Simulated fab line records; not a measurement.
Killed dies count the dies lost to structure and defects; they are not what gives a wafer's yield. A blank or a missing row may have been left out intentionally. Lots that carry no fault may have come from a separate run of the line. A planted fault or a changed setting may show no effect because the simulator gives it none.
Check of tool commonality	flow berkeley-cmos170	Lots sampled 14, wafers sampled 42

THE REASON FOR OPENING IT
2 of 14 lots carry a flag on the reading NWELL_TW at UCB170_NWELL_TW_MEAS_16. No-fault wafers: 1236, standard deviation 8.2.
Rule: a lot gets a flag if all its wafers with a number sit over 4 standard deviations from that mean, or if no wafer of it has a number. The rest of the lots are taken to be sound.

lot	measured	on	NWELL_TW, wafer by wafer	flag
L894	day 2 16:46	film-metro-04	1254 1249 1251	
L895	day 2 18:26	film-metro-04	1249 1251 1252	
L897	day 3 07:46	film-metro-03	1235 1244 1236	
L898	day 3 12:46	film-metro-03	1233 1237 1242	
L900	day 4 01:05	film-metro-04	1246 1243 1242	
L901	day 4 06:22	film-metro-03	1233 1234 1236	
L902	day 4 08:49	film-metro-03	1232 1241 1241	
L905	day 4 16:02	film-metro-03	1237 1239 1241	
L906	day 5 03:02	film-metro-03	1239 1235 1238	
L908	day 5 10:18	film-metro-03	1349 1354 1345	FLAGGED
L910	day 5 18:57	film-metro-04	1236 1231 1237	
L912	day 6 07:49	film-metro-01	1330 1329 1337	FLAGGED
L915	day 6 23:38	film-metro-03	1233 1237 1241	
L916	day 6 23:55	film-metro-01	1230 1228 1226	
On average the flagged lots' numbers are 1341, which is +105 against the usual, or +13 standard deviations.

TOOL THAT RAN EACH LOT
The record holds 1 process step before the reading, out of a route of 331 steps. Every cell lists first the tool, next ch and the chambers used by the sampled wafers, and last the start.
lot	flag	UCB170_NWELL_IMPLANT_14
L894		implanter-02 ch 0, day 2 16:31
L895		implanter-03 ch 0, day 2 18:11
L897		implanter-01 ch 0, day 3 07:31
L898		implanter-01 ch 0, day 3 12:31
L900		implanter-01 ch 0, day 4 00:50
L901		implanter-01 ch 0, day 4 06:07
L902		implanter-03 ch 0, day 4 08:34
L905		implanter-01 ch 0, day 4 15:48
L906		implanter-02 ch 0, day 5 02:48
L908	FLAGGED	implanter-02 ch 0, day 5 10:04
L910		implanter-03 ch 0, day 5 18:42
L912	FLAGGED	implanter-02 ch 0, day 6 07:35
L915		implanter-03 ch 0, day 6 23:25
L916		implanter-01 ch 0, day 6 23:42
What the steps here do:
- UCB170_NWELL_IMPLANT_14
- UCB170_NWELL_TW_MEAS_16

FLAGGED AGAINST TOTAL, ONE TOOL AT A TIME (gauges that did the reading follow at the end)
step	tool	lots run	flagged	share of the flagged lots	sound lots run after its first flagged lot
UCB170_NWELL_IMPLANT_14	implanter-01	6	0	none	-
UCB170_NWELL_IMPLANT_14	implanter-02	4	2	all	0
UCB170_NWELL_IMPLANT_14	implanter-03	4	0	none	-
UCB170_NWELL_TW_MEAS_16	film-metro-01	2	1	some	1 (L916)
UCB170_NWELL_TW_MEAS_16	film-metro-03	8	1	some	1 (L915)
UCB170_NWELL_TW_MEAS_16	film-metro-04	4	0	none	-

WHAT THE TABLE PERMITS
All flagged lots share 1 row of the table, namely implanter-02 at UCB170_NWELL_IMPLANT_14.
- implanter-02 at UCB170_NWELL_IMPLANT_14 ran 4 lots, 2 of them flagged. It ran its last sound lot, L906, at day 5 02:48 and its first flagged lot, L908, at day 5 10:04: a fault with its onset between the two fits. Its own readings lie more than 4 standard deviations out on every wafer of the flagged lots: dose-ions-cm2, faraday-current-uA.
What remains is a single tool, implanter-02 at UCB170_NWELL_IMPLANT_14.

WHAT THE SIMULATOR HAD PUT IN
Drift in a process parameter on implanter-02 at UCB170_NWELL_IMPLANT_14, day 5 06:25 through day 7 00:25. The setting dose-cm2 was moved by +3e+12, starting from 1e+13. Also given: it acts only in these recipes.
Lots struck among those shown: L908, L912. The same result came from the rule above.
